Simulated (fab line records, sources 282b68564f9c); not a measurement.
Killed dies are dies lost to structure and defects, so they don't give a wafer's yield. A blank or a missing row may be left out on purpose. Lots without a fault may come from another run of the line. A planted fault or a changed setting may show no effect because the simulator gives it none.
fab line records | flow rit_cmos
record lots=14 wafers=42 last_day=7
route steps=202 shown SPACER@125 M1@202
lots that met no fault: from a run of the same line without faults
start_h: hours from the record's first day to the start of the lot's first wafer shown | wait_h: hours since the lot's step before | " the same as in the row above | L1.1+2: a row that stands for several wafers | - no value, or no start given | * or withheld: withheld | < > ~ a bound
route shown NAME@n: a module of which the file shows steps, and the number in the route of the first | usual: mean/standard deviation of fault-free wafers | same: alike in all rows | chamber/n: place in a boat | sites: the reading at each site | _std_site: their standard deviation | _edge_site: outer sites' mean less inner sites' | radius_mm: how far each site lies from the wafer's centre | mask NAME#n: copy n | behind: the tool/chamber that last shaped the wafer | hold: why the lot was held/for how many hours/how that ended | device: the transistor (n, p or np) that didn't switch | end of line: the same wafers' tests at the end of the route | a step without rows: its recipe alone | killed: dies lost to structure and defects at the first sort, not the wafer's yield | map: a wafer's dies, x killed, . not, _ none there
set.NAME: the setting as run; set.NAME@STEP: as run at that earlier step | model.NAME: the simulator's own value behind a step, which no gauge read
steps of the route over a sample of lots; a table a step, a row a wafer
services: from which hour (start_h, from the record's first day; less than 0 if before it) a tool's chamber was out of use, for how many hours, and why
## steps
# step RIT_SPACER_CLEAN_00
# recipe chemistry=SC1 mix=3:3:50 time_s=600 temp_c=75
# usual bath_guard_temp_C=75.0/0.38 bath_heat_duty_pct=15.6/1.2
# columns lot.wafer tool chamber start_h wait_h bath_guard_temp_C bath_heat_duty_pct
L660.1 wet_bench-03 1 57.22 0.1 74.7 15.1
L660.2 " 1 " " 75.1 16.8
L660.4 " 1 " " 75.0 14.8
L661.2 wet_bench-03 1 61.02 0.0 74.7 16.1
L661.3 " 1 " " 75.0 15.0
L661.6 " 1 " " 75.0 15.1
L662.2 wet_bench-04 2 68.05 0.0 75.3 15.2
L662.3 " 2 " " 75.5 14.7
L662.5 " 2 " " 75.4 15.6
L668.1 wet_bench-03 3 100.20 0.1 75.3 14.6
L668.3 " 3 " " 74.9 16.2
L668.6 " 3 " " 75.2 15.5
L673.1 wet_bench-04 1 119.49 0.1 - -
L673.2 " 1 " " - -
L673.6 " 1 " " - -
L674.2 wet_bench-01 2 122.04 0.0 - -
L674.4 " 2 " " - -
L674.6 " 2 " " - -
L675.1 wet_bench-04 2 125.35 0.1 75.4 16.2
L675.2 " 2 " " 75.2 15.3
L675.4 " 2 " " 75.0 13.7
L676.2 wet_bench-01 3 136.51 0.0 74.9 17.3
L676.3 " 3 " " 74.9 17.1
L676.6 " 3 " " 75.0 17.9
L677.2 wet_bench-01 1 144.42 0.0 74.1 16.7
L677.5 " 1 " " 74.0 17.0
L677.6 " 1 " " 74.3 16.5
L678.2 wet_bench-04 3 146.46 0.0 75.3 14.9
L678.3 " 3 " " 75.5 14.0
L678.4 " 3 " " 75.4 15.2
L679.1 wet_bench-03 3 149.26 0.1 74.9 15.9
L679.5 " 3 " " 75.0 14.7
L679.6 " 3 " " 75.3 16.2
L680.1 wet_bench-01 3 153.98 0.1 74.9 15.6
L680.3 " 3 " " 74.8 17.2
L680.4 " 3 " " 74.6 17.2
L681.2 wet_bench-04 1 158.88 0.0 74.7 14.5
L681.4 " 1 " " 74.9 14.0
L681.6 " 1 " " 74.5 15.1
L682.3 wet_bench-03 0 164.69 0.0 74.2 15.6
L682.5 " 0 " " 74.6 16.5
L682.6 " 0 " " 74.5 16.1
# step RIT_M1_PROBE_99
# usual killed_at_contacts=0.1/0.25 killed_at_front_end=6.8/2.9 killed_dies=6.9/2.9 killed_open=3.3/1.9 killed_short=3.6/1.9
# same gross_dies=264 killed_at_M0_to_M3=0 killed_at_M4_up=0 killed_at_back_side=0 killed_at_other=0
# columns lot.wafer tool chamber start_h wait_h killed_at_contacts killed_at_front_end killed_dies killed_open killed_short
L674.2 prober-02 - 135.26 0.1 0 6 6 3 3
L674.4 prober-02 - 135.36 0.2 0 7 7 4 3
L674.6 prober-02 - 135.46 0.2 0 6 6 3 3
# killed by level:class
L674.2 FOX1:geometric_particle:open=2 GATE:geometric_particle:short=2 FOX2:geometric_particle:open=1 SPACER:geometric_particle:short=1
L674.4 FOX1:geometric_particle:short=2 FOX1:geometric_particle:open=2 GATE:geometric_particle:short=1 SPACER:geometric_particle:open=1 SILICIDE:geometric_particle:open=1
L674.6 GATE:geometric_particle:open=2 REOX:geometric_particle:short=2 FOX1:geometric_particle:short=1 REOX:geometric_particle:open=1
## services
# columns tool chamber start_h hours kind
wet_bench-03 - 105.54 1.9 repair
wet_bench-01 - 138.84 3.0 repair
## key
first_sign step=RIT_SPACER_CLEAN_00 reading=tool_record direction=missing
effect none on later readings
met_at RIT_SPACER_CLEAN_00
struck_lots L673,L674
tester_left_out L673,L674
onset_between 68.05 119.49
fault kind=skipped_step_whole tool=wet_bench-01,wet_bench-04 chamber=- onset_h=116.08 steps=RIT_SPACER_CLEAN_00 scope=struck_lots_only
# tester_left_out: of these lots the tester's yield and bins aren't shown, on N5 and GAA mostly nor the transistor test; their killed dies are dies lost to structure and defects alone, not to doping, threshold or leakage, so they don't give the yield
